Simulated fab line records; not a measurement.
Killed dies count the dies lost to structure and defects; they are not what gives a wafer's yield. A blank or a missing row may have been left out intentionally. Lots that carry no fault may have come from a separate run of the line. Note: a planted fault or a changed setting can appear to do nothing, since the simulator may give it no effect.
Commonality check across tools    flow rit cmos    39 wafers sampled across 13 lots

REASON IT WAS OPENED
RIT_PSD_OVL_MEAS_06, reading PSD_OVL: flagged on 2 of 13 lots. No-fault wafers: -0.4 nm, standard deviation 1.3.
Rule: a lot is flagged when every wafer of it that has a number lies more than 4 standard deviations from that mean, or none has a number. The rest of the lots are taken to be sound.

lot   measured     on          PSD_OVL (nm), wafer by wafer  flag
L604  day 3 08:50  overlay-02  1.3 1.0 1.9                   
L605  day 3 14:00  overlay-02  1.1 2.5 -1.0                  
L606  day 3 16:37  overlay-02  -0.2 0.6 -1.6                 
L607  day 3 19:10  overlay-02  -0.1 0.2 0.1                  
L608  day 4 07:39  overlay-01  -0.3 -2.6 0.7                 
L610  day 4 11:29  overlay-02  -2.6 -1.9 -3.0                
L611  day 4 22:16  overlay-01  -151.0 -149.6 -152.1          FLAGGED
L612  day 5 00:26  overlay-02  -150.8 -148.6 -149.1          FLAGGED
L617  day 5 22:04  overlay-01  -0.5 0.1 -2.2                 
L618  day 6 10:57  overlay-02  0.1 0.7 0.7                   
L621  day 7 07:06  overlay-01  -1.2 -2.2 -1.5                
L623  day 7 19:35  overlay-02  -1.4 0.0 -0.3                 
L626  day 8 02:36  overlay-02  -1.1 -2.2 -2.3                
Flagged lots average -150.2 nm: -149.8 nm relative to the usual, that is -99 or more standard deviations.

LOT BY LOT: THE TOOL USED
The record holds 1 process step before the reading, out of a route of 202 steps. Every cell lists first the tool, next ch and the chambers used by the sampled wafers, and last the start.
lot   flag     RIT_PSD_EXPOSE_03
L604           iline stepper-02 ch 0, day 3 08:26
L605           iline stepper-01 ch 0, day 3 13:35
L606           iline stepper-01 ch 0, day 3 16:14
L607           iline stepper-02 ch 0, day 3 18:46
L608           iline stepper-01 ch 0, day 4 07:16
L610           iline stepper-02 ch 0, day 4 11:05
L611  FLAGGED  iline stepper-02 ch 0, day 4 21:47
L612  FLAGGED  iline stepper-02 ch 0, day 5 00:02
L617           iline stepper-01 ch 0, day 5 21:40
L618           iline stepper-01 ch 0, day 6 10:22
L621           iline stepper-01 ch 0, day 7 06:42
L623           iline stepper-01 ch 0, day 7 19:11
L626           iline stepper-01 ch 0, day 8 02:07
What is done by these steps:
- RIT_PSD_EXPOSE_03: exposes mask M10, target cd 40900 nm.
- RIT_PSD_OVL_MEAS_06

FLAGGED AGAINST TOTAL, ONE TOOL AT A TIME (gauges that did the reading follow at the end)
step                 tool              lots run  flagged  share of the flagged lots  sound lots run after its first flagged lot
RIT_PSD_EXPOSE_03    iline stepper-01  8         0        none                       -
RIT_PSD_EXPOSE_03    iline stepper-02  5         2        all                        0
RIT_PSD_OVL_MEAS_06  overlay-01        4         1        some                       2 (L617,L621)
RIT_PSD_OVL_MEAS_06  overlay-02        9         1        some                       3 (L618,L623,L626)

THE TABLE: WHAT IT ALLOWS
All flagged lots share 1 row of the table, namely iline stepper-02 at RIT_PSD_EXPOSE_03.
- iline stepper-02 at RIT_PSD_EXPOSE_03: 2 of its 5 lots flagged. It ran its last sound lot, L610, at day 4 11:05 and its first flagged lot, L611, at day 4 21:47: a fault with its onset between the two fits.
iline stepper-02 at RIT_PSD_EXPOSE_03 is the single tool remaining.

WHAT THE SIMULATOR HAD INSERTED
Scanner matching overlay: iline stepper-02, from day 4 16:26 on, at RIT_PSD_EXPOSE_03. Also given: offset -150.
Struck lots among those shown: L611, L612. The same result came from the rule above.
